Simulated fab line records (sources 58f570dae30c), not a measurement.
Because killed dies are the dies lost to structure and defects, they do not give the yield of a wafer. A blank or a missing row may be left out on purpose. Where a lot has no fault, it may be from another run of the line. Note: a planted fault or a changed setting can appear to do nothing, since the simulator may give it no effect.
fab line records -- flow berkeleyCmos170
record lots=16, wafers=48, lastDay=12
route steps=331 shown PFIELD@82
lots with no fault: from the same line, run without faults
startH: the number of hours between the record's first day and the start of the first shown wafer of the lot -- waitH: hours since the lot's step before -- " identical to the entry in the row above -- L1.1+2: one row covering several wafers at once -- - no value present, or no start provided -- * or withheld: withheld -- < > ~ a bound
route shown NAME@n: names a module that has steps shown in the file, with the first one's number in the route -- usual: the fault-free wafers' mean and standard deviation -- same: alike in all rows -- chamber/n: place in a boat -- sites: readings site by site -- _std_site: how widely they spread, as a standard deviation -- _edge_site: inner sites' mean taken away from outer sites' mean -- radiusMm: for every site, how far away it sits from the centre of the wafer -- mask NAME#n: copy n -- behind: the tool/chamber that last shaped the wafer -- hold: cause of the lot's hold/its duration in hours/its outcome -- device: which transistor (n, p or np) failed to switch -- end of line: the tests these same wafers got at the end of their route -- a step without rows: its recipe alone -- killed: count of dies lost to structure and defects at first sort (not the wafer's yield) -- map: a wafer's dies, x killed, . not, _ none there
set.NAME: the setting as run; set.NAME@STEP: as run at that earlier step -- model.NAME: the simulator's own value behind a step, which no gauge read
a sample of lots followed through the steps of the route, with each step as a table and each wafer as a row
services: the hour from which a tool's chamber was out of use, counted from the record's first day as startH (under 0 if before that day), plus the number of hours and why
## steps
# step UCB170_PFIELD_EXPOSE_03
# recipe maskId=PFIELD, na=0.5, sigmaOuter=0.6, sourceShape=conventional, targetCdNm=1500, doseMj=30
lot.wafer,tool,chamber,startH,waitH,mask
L494.2+5+6,krfScanner-01,0,81.43,0.1,PFIELD#0
L495.1+2+6,krfScanner-01,0,85.42,0.1,PFIELD#0
L496.3+4+6,krfScanner-02,0,86.76,0.2,PFIELD#0
L498.1+3+5,krfScanner-01,0,102.68,0.2,PFIELD#0
L499.2+3+5,krfScanner-01,0,102.82,0.2,PFIELD#0
L500.3+5+6,krfScanner-02,0,111.54,0.3,PFIELD#0
L501.3+4+6,krfScanner-02,0,115.68,0.1,PFIELD#0
L505.4+5+6,krfScanner-01,0,140.10,0.1,PFIELD#0
L506.2+4+5,krfScanner-01,0,142.35,0.1,PFIELD#0
L507.1+4+5,krfScanner-02,0,153.07,0.2,PFIELD#0
L508.1+4+5,krfScanner-02,0,162.99,0.1,PFIELD#0
L510.2+5+6,krfScanner-02,0,165.82,0.1,PFIELD#0
L509.1+3+5,krfScanner-01,0,166.28,0.2,PFIELD#0
L511.1+3+4,krfScanner-01,0,173.16,0.2,PFIELD#0
L516.1+4+6,krfScanner-02,0,195.57,0.2,PFIELD#0
L517.2+4+5,krfScanner-02,0,200.96,0.2,PFIELD#0
# step UCB170_PFIELD_OVL_MEAS_06
# usual PFIELD_OVL=0/4.1
lot.wafer,tool,chamber,startH,waitH,PFIELD_OVL[nm]
L494.2,overlay-01,-,81.81,-,6
L494.5,overlay-01,-,81.81,-,-6
L494.6,overlay-01,-,81.81,-,-4
L495.1,overlay-01,-,86.15,-,3
L495.2,overlay-01,-,86.15,-,2
L495.6,overlay-01,-,86.15,-,0
L496.3,overlay-01,-,87.12,-,-4
L496.4,overlay-01,-,87.12,-,-2
L496.6,overlay-01,-,87.12,-,-2
L498.1,overlay-02,-,103.07,-,-6
L498.3,overlay-02,-,103.07,-,1
L498.5,overlay-02,-,103.07,-,-3
L499.2,overlay-02,-,103.38,-,9
L499.3,overlay-02,-,103.38,-,4
L499.5,overlay-02,-,103.38,-,1
L500.3,overlay-01,-,112.25,-,1
L500.5,overlay-01,-,112.25,-,-1
L500.6,overlay-01,-,112.25,-,4
L501.3,overlay-02,-,116.04,-,-5
L501.4,overlay-02,-,116.04,-,-4
L501.6,overlay-02,-,116.04,-,-3
L505.4,overlay-01,-,140.46,-,87
L505.5,overlay-01,-,140.46,-,96
L505.6,overlay-01,-,140.46,-,87
L506.2,overlay-02,-,142.77,-,93
L506.4,overlay-02,-,142.77,-,94
L506.5,overlay-02,-,142.77,-,90
L507.1,overlay-01,-,153.52,-,3
L507.4,overlay-01,-,153.52,-,4
L507.5,overlay-01,-,153.52,-,-2
L508.1,overlay-01,-,163.38,-,1
L508.4,overlay-01,-,163.38,-,0
L508.5,overlay-01,-,163.38,-,-5
L510.2,overlay-01,-,166.20,-,7
L510.5,overlay-01,-,166.20,-,4
L510.6,overlay-01,-,166.20,-,2
L509.1,overlay-02,-,166.77,-,88
L509.3,overlay-02,-,166.77,-,91
L509.5,overlay-02,-,166.77,-,91
L511.1,overlay-01,-,173.55,-,86
L511.3,overlay-01,-,173.55,-,89
L511.4,overlay-01,-,173.55,-,89
L516.1,overlay-02,-,196.00,-,-4
L516.4,overlay-02,-,196.00,-,-1
L516.6,overlay-02,-,196.00,-,6
L517.2,overlay-02,-,202.11,-,6
L517.4,overlay-02,-,202.11,-,5
L517.5,overlay-02,-,202.11,-,3
## services
tool,chamber,startH,hours,kind
krfScanner-02,-,58.52,0.7,repair
krfScanner-02,-,62.99,1.0,pm
krfScanner-02,-,106.63,0.3,repair
krfScanner-01,-,125.96,0.8,pm
krfScanner-01,-,140.99,1.3,repair
krfScanner-01,-,158.84,1.0,pm
krfScanner-02,-,168.06,1.3,pm
krfScanner-02,-,194.06,0.8,pm
## key
firstSign step=UCB170_PFIELD_OVL_MEAS_06, reading=PFIELD_OVL, direction=up, sigmas=22, usual=0, struck=90
effect none on later readings
metAt UCB170_PFIELD_EXPOSE_03
struckLots L505,L506,L509,L511
testerLeftOut L505,L506,L509,L511
onsetBetween 102.82 140.10
fault kind=scannerMatchingOverlay, tool=krfScanner-01, chamber=-, onsetH=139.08, steps=UCB170_PFIELD_EXPOSE_03, offset=90
# testerLeftOut: of these lots the tester's yield and bins aren't shown, on N5 and GAA mostly nor the transistor test; their killed dies are dies lost to structure and defects alone, not to doping, threshold or leakage, so they don't give the yield
